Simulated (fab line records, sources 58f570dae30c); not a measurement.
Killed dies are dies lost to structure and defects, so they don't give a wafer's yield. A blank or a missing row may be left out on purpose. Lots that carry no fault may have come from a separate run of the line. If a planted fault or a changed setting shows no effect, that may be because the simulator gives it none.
What tool caused it? -- flow berkeley_cmos170 -- 14 lots, 42 wafers sampled, at 6 steps of a route of 331

## WHAT THE GAUGES SHOWED, per wafer
UCB170_PWELL_OVL_MEAS_13. Usual: for PWELL_OVL the level is -1 nm and the standard deviation is 5.5.
lot,measured,on,PWELL_OVL (nm),flag
L684,day 2 22:10,overlay-01,-7 -6 3,
L685,day 3 05:23,overlay-01,-4 1 1,
L687,day 3 13:40,overlay-01,0 8 0,
L688,day 3 18:52,overlay-02,3 2 -9,
L689,day 4 00:11,overlay-02,0 -2 2,
L692,day 4 18:14,overlay-02,-3 -3 -9,
L695,day 5 05:46,overlay-01,-3 -11 -2,
L696,day 5 13:56,overlay-02,5 0 -6,
L698,day 5 20:53,overlay-01,-8 0 2,
L699,day 6 03:13,overlay-02,4 3 -3,
L701,day 6 10:53,overlay-02,-1 -7 0,
L702,day 6 19:32,overlay-01,-5 -8 -4,
L704,day 7 04:14,overlay-01,-7 -14 -6,
L706,day 7 08:59,overlay-02,2 -1 6,

UCB170_PLDD_TW_MEAS_11. Usual: for PLDD_TW the level is 1009 and the standard deviation is 5.9.
lot,measured,on,PLDD_TW,flag
L684,day 6 08:07,film_metro-03,1009 1005 1009,
L685,day 6 07:50,film_metro-04,1021 1017 1016,
L687,day 6 21:52,film_metro-03,1008 1002 1010,
L688,day 6 22:17,film_metro-04,1015 1017 1014,
L689,day 7 04:46,film_metro-03,1006 1001 1012,
L692,day 8 00:53,film_metro-02,991 1000 991,
L695,day 8 05:02,film_metro-04,1057 1053 1059,OFF
L696,day 8 10:31,film_metro-03,1054 1046 1054,OFF
L698,day 9 01:00,film_metro-03,1006 1013 1010,
L699,day 9 06:13,film_metro-04,1014 1014 1017,
L701,day 9 05:37,film_metro-03,1006 1016 1007,
L702,day 9 19:02,film_metro-03,1011 1012 1011,
L704,day 10 04:29,film_metro-03,1005 1010 1007,
L706,day 10 16:37,film_metro-04,1011 1007 1006,

UCB170_PSD_CD_MEAS_06: the cd target is 1200 nm. Usual: cd_nm reads 1200.1 nm (standard deviation 1.3).
lot,measured,on,cd_nm (nm),flag
L684,day 6 15:33,cd_sem-01,1199.6 1200.5 1197.8,
L685,day 6 15:25,cd_sem-01,1200.2 1199.5 1199.0,
L687,day 7 04:02,cd_sem-01,1200.4 1199.9 1200.4,
L688,day 7 04:20,cd_sem-02,1199.4 1200.2 1199.6,
L689,day 7 12:35,cd_sem-01,1199.7 1200.9 1199.8,
L692,day 8 09:26,cd_sem-02,1199.9 1200.1 1199.3,
L695,day 8 11:58,cd_sem-02,1202.6 1201.6 1203.4,
L696,day 8 18:57,cd_sem-02,1200.0 1198.5 1199.8,
L698,day 9 10:13,cd_sem-01,1198.7 1199.8 1198.4,
L699,day 9 15:28,cd_sem-02,1202.3 1202.6 1201.7,
L701,day 9 15:23,cd_sem-01,1199.6 1200.6 1200.1,
L702,day 10 01:49,cd_sem-01,1200.4 1199.5 1199.6,
L704,day 10 13:28,cd_sem-01,1202.5 1202.0 1201.3,
L706,day 11 01:35,cd_sem-02,1200.9 1202.6 1202.3,

UCB170_SDANNEAL_RS_MEAS_04: measures by four-point-probe. Usual: for PLDD_RS the level is 1032.0 ohm/sq and the standard deviation is 2.4.
lot,measured,on,PLDD_RS (ohm/sq),flag
L684,day 6 19:44,film_metro-04,1033.9 1031.6 1031.5,
L685,day 6 19:01,film_metro-03,1032.5 1031.7 1033.1,
L687,day 7 07:33,film_metro-04,1031.5 1029.7 1029.4,
L688,day 7 07:45,film_metro-03,1036.6 1036.1 1036.5,
L689,day 7 17:17,film_metro-03,1034.9 1033.6 1032.1,
L692,day 8 14:07,film_metro-02,1030.0 1029.7 1029.8,
L695,day 8 15:59,film_metro-02,928.5 925.9 925.1,OFF
L696,day 8 22:35,film_metro-03,923.1 921.6 921.1,OFF
L698,day 9 13:46,film_metro-03,1038.4 1034.1 1032.6,
L699,day 9 19:43,film_metro-04,1030.8 1031.7 1030.8,
L701,day 9 19:34,film_metro-02,1029.6 1028.4 1031.3,
L702,day 10 06:08,film_metro-02,1028.6 1030.9 1030.2,
L704,day 10 19:09,film_metro-03,1032.5 1032.0 1033.9,
L706,day 11 05:07,film_metro-03,1030.2 1031.6 1032.3,

## EACH LOT AND THE TOOL THAT RAN IT (in order: tool; ch and the chambers of the sampled wafers; start)
lot,UCB170_GATE_STRIP_16,UCB170_PLDD_IMPLANT_08
L684,"plasma_asher-02 ch 1, day 6 06:04","implanter-04 ch 0, day 6 07:44"
L685,"plasma_asher-04 ch 0,1, day 6 05:53","implanter-02 ch 0, day 6 07:27"
L687,"plasma_asher-02 ch 0,1, day 6 19:56","implanter-04 ch 0, day 6 21:28"
L688,"plasma_asher-04 ch 0,1, day 6 20:08","implanter-02 ch 0, day 6 21:53"
L689,"plasma_asher-02 ch 0,1, day 7 02:30","implanter-02 ch 0, day 7 04:23"
L692,"plasma_asher-02 ch 0,1, day 7 22:44","implanter-02 ch 0, day 8 00:31"
L695,"plasma_asher-03 ch 0,1, day 8 02:58","implanter-04 ch 0, day 8 04:38"
L696,"plasma_asher-04 ch 0, day 8 07:43","implanter-04 ch 0, day 8 10:07"
L698,"plasma_asher-04 ch 0,1, day 8 22:50","implanter-02 ch 0, day 9 00:37"
L699,"plasma_asher-04 ch 0,1, day 9 01:05","implanter-02 ch 0, day 9 05:49"
L701,"plasma_asher-03 ch 0,1, day 9 00:57","implanter-02 ch 0, day 9 05:13"
L702,"plasma_asher-04 ch 0, day 9 16:21","implanter-02 ch 0, day 9 18:36"
L704,"plasma_asher-04 ch 1, day 10 02:20","implanter-02 ch 0, day 10 04:05"
L706,"plasma_asher-02 ch 0,1, day 10 13:31","implanter-02 ch 0, day 10 16:14"
- UCB170_GATE_STRIP_16: strips in O2.
- UCB170_PLDD_IMPLANT_08

## WHAT THE TOOLS THEMSELVES READ (means of the sampled wafers that have a number; where no wafer has one, the mark that the record gives instead)
UCB170_GATE_STRIP_16. Usual: drypump_motor_current_A 5.6 A, standard deviation 0.36; oes_product_au 0.725 a.u., standard deviation 0.0048.
lot,tool,drypump_motor_current_A (A),oes_product_au (a.u.),flag
L684,plasma_asher-02,5.0,0.727,
L685,plasma_asher-04,5.7,0.727,
L687,plasma_asher-02,5.5,0.722,
L688,plasma_asher-04,5.7,0.729,
L689,plasma_asher-02,5.3,0.728,
L692,plasma_asher-02,5.5,0.722,
L695,plasma_asher-03,5.6,0.726,
L696,plasma_asher-04,5.4,0.721,
L698,plasma_asher-04,5.9,0.723,
L699,plasma_asher-04,5.7,0.727,
L701,plasma_asher-03,5.5,0.725,
L702,plasma_asher-04,5.5,0.721,
L704,plasma_asher-04,6.1,0.722,
L706,plasma_asher-02,5.3,0.724,

UCB170_PLDD_IMPLANT_08. Usual: beam_on_s 10.01 s, standard deviation 0.2; dose_ions_cm2 5e+13, standard deviation 5.5e+10.
lot,tool,beam_on_s (s),dose_ions_cm2,flag
L684,implanter-04,10.21,5e+13,
L685,implanter-02,9.90,5e+13,
L687,implanter-04,10.17,5e+13,
L688,implanter-02,9.94,5e+13,
L689,implanter-02,9.93,5e+13,
L692,implanter-02,10.09,5e+13,
L695,implanter-04,12.98,7e+13,OFF
L696,implanter-04,12.92,6e+13,OFF
L698,implanter-02,10.05,5e+13,
L699,implanter-02,9.80,5e+13,
L701,implanter-02,9.91,5e+13,
L702,implanter-02,10.08,5e+13,
L704,implanter-02,9.98,5e+13,
L706,implanter-02,9.87,5e+13,

## THE ANSWER, worked out from the rows above alone
Rule: lot off if the mean of its wafers having a number is beyond 3 standard deviations from the usual mean. A lot without any number at a reading at which 4 lots or more have one is off too. All remaining lots with rows at the step are treated as sound. First the gauges in route order, then the tools' own readings, where a lot's mean is used as printed above. The first step at which some lot is off is used, and at that step the reading that is off furthest; a lot without a number counts as furthest.
Off: L695, L696, at UCB170_PLDD_TW_MEAS_11 (PLDD_TW).
A tool fits if, at a process step before that reading, it ran every lot that is off, and no sound lot after the first of them. The gauges at UCB170_PLDD_TW_MEAS_11 aren't tried: what is off there is off at UCB170_PLDD_IMPLANT_08 too, on other tools, and a gauge's error can't cause that. One fits: implanter-04 at UCB170_PLDD_IMPLANT_08. Its last sound lot is L687 (day 6 21:28), its first lot that is off L695 (day 8 04:38): a fault that began between those two fits.
The tool's own readings at UCB170_PLDD_IMPLANT_08 bear it out: on the lots that are off they differ by more than 5 times the standard deviation of the sound lots' means. beam_on_s reads 12.95 s there against 9.99 s on the sound lots; dose_ions_cm2 reads 6e+13 there against 5e+13 on the sound lots.

## WHAT THE SIMULATOR HAD INSERTED
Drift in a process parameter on implanter-04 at UCB170_PLDD_IMPLANT_08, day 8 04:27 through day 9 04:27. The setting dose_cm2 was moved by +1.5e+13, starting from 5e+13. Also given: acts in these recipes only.
Lots struck among those shown: L695, L696. The same result came from the rule above.
